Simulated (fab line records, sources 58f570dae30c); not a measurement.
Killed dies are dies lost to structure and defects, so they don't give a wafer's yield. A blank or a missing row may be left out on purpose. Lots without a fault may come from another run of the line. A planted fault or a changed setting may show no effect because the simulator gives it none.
Split-lot experiment | flow berkeley_cmos170 | 5 lots, 23 wafers read, on a route of 331 steps

THE SPLIT
At UCB170_NVT_COAT_01 (resist thk 900 nm), the setting resist_thk_nm was moved away from the recipe's 900 nm on 4 of the 23 wafers read, by -4.3% to -1.8%. The other wafers ran this setting at the recipe's value.

The reading is taken at the split's own step.

THE READING
KrF_of_NVT_COAT_01.thk_nm (the simulator's own value, which no gauge read), in nm, at UCB170_NVT_COAT_01 (resist thk 900 nm). The file gives no usual value for it. The 19 wafers here that ran the recipe average 899.3 nm, standard deviation 2.1 nm.

wafer  | tool, chamber at the split | resist_thk_nm as run, nm | against the recipe | KrF_of_NVT_COAT_01.thk_nm, nm | against lot-mates on the recipe
L076.1 | litho_track-02, 0          | 884.2                    | -1.8%              | 885.2                         | -16.4
L076.2 | litho_track-02, 0          | 900                      | recipe             | 900.9                         | -
L076.4 | litho_track-02, 0          | 884.2                    | -1.8%              | 885.6                         | -16.0
L076.5 | litho_track-02, 0          | 900                      | recipe             | 902.9                         | -
L076.6 | litho_track-02, 0          | 900                      | recipe             | 901                           | -
L074.2 | litho_track-01, 0          | 900                      | recipe             | 896                           | -
L074.3 | litho_track-01, 0          | 900                      | recipe             | 896.2                         | -
L074.5 | litho_track-01, 0          | 900                      | recipe             | 897                           | -
L080.1 | litho_track-04, 0          | 900                      | recipe             | 900.9                         | -
L080.3 | litho_track-04, 0          | 900                      | recipe             | 898.5                         | -
L080.4 | litho_track-04, 0          | 900                      | recipe             | 899.2                         | -
L080.5 | litho_track-04, 0          | 900                      | recipe             | 898.1                         | -
L080.6 | litho_track-04, 0          | 900                      | recipe             | 897.4                         | -
L081.2 | litho_track-01, 0          | 900                      | recipe             | 903                           | -
L081.3 | litho_track-01, 0          | 900                      | recipe             | 900.4                         | -
L081.4 | litho_track-01, 0          | 861.1                    | -4.3%              | 859.9                         | -40.4
L081.5 | litho_track-01, 0          | 861.1                    | -4.3%              | 860.4                         | -39.9
L081.6 | litho_track-01, 0          | 900                      | recipe             | 897.5                         | -
L083.1 | litho_track-01, 0          | 900                      | recipe             | 900.9                         | -
L083.2 | litho_track-01, 0          | 900                      | recipe             | 899.6                         | -
L083.3 | litho_track-01, 0          | 900                      | recipe             | 897.4                         | -
L083.5 | litho_track-01, 0          | 900                      | recipe             | 898.4                         | -
L083.6 | litho_track-01, 0          | 900                      | recipe             | 901.1                         | -

THE FIT
A straight line over all 23 wafers: KrF_of_NVT_COAT_01.thk_nm changes by +8.92 nm for each +1% of resist_thk_nm; r = +0.99; the points scatter about the line by 2 nm.
The same after taking each lot's own level away (the mean of its wafers on the recipe; 23 wafers): +9.28 nm for each +1%; r = +0.99; scatter 1.3 nm.
On that fit, the largest move of resist_thk_nm shifts the reading by 40 nm.
The lots' own levels span 896.40 to 901.60 nm, that is 2.5 times the standard deviation above.
So the lot-to-lot level changes the slope little: the two slopes agree.
Check: with one of the wafers moved furthest among these (-4.3%) left out of the fit, the line predicts -39.9 nm for it against its lot-mates. It came out at -40.4 nm against them.

THE WHOLE CHAIN: every reading that the file lists as answering this split, in the file's order
step                | what it does      | reading                                                                    | change (the file's fit)              | r (the file's)
UCB170_NVT_COAT_01  | resist thk 900 nm | KrF_of_NVT_COAT_01.thk_nm (the simulator's own value, which no gauge read) | +9.27 nm for each +1% of the setting | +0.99
UCB170_NVT_STRIP_08 | strips in O2      | strip_time_to_endpoint_s                                                   | withheld for each +1% of the setting | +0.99

THE FILE'S OWN FIT
KrF_of_NVT_COAT_01.thk_nm changes by +9.27 nm for each +1% of resist_thk_nm, r = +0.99.
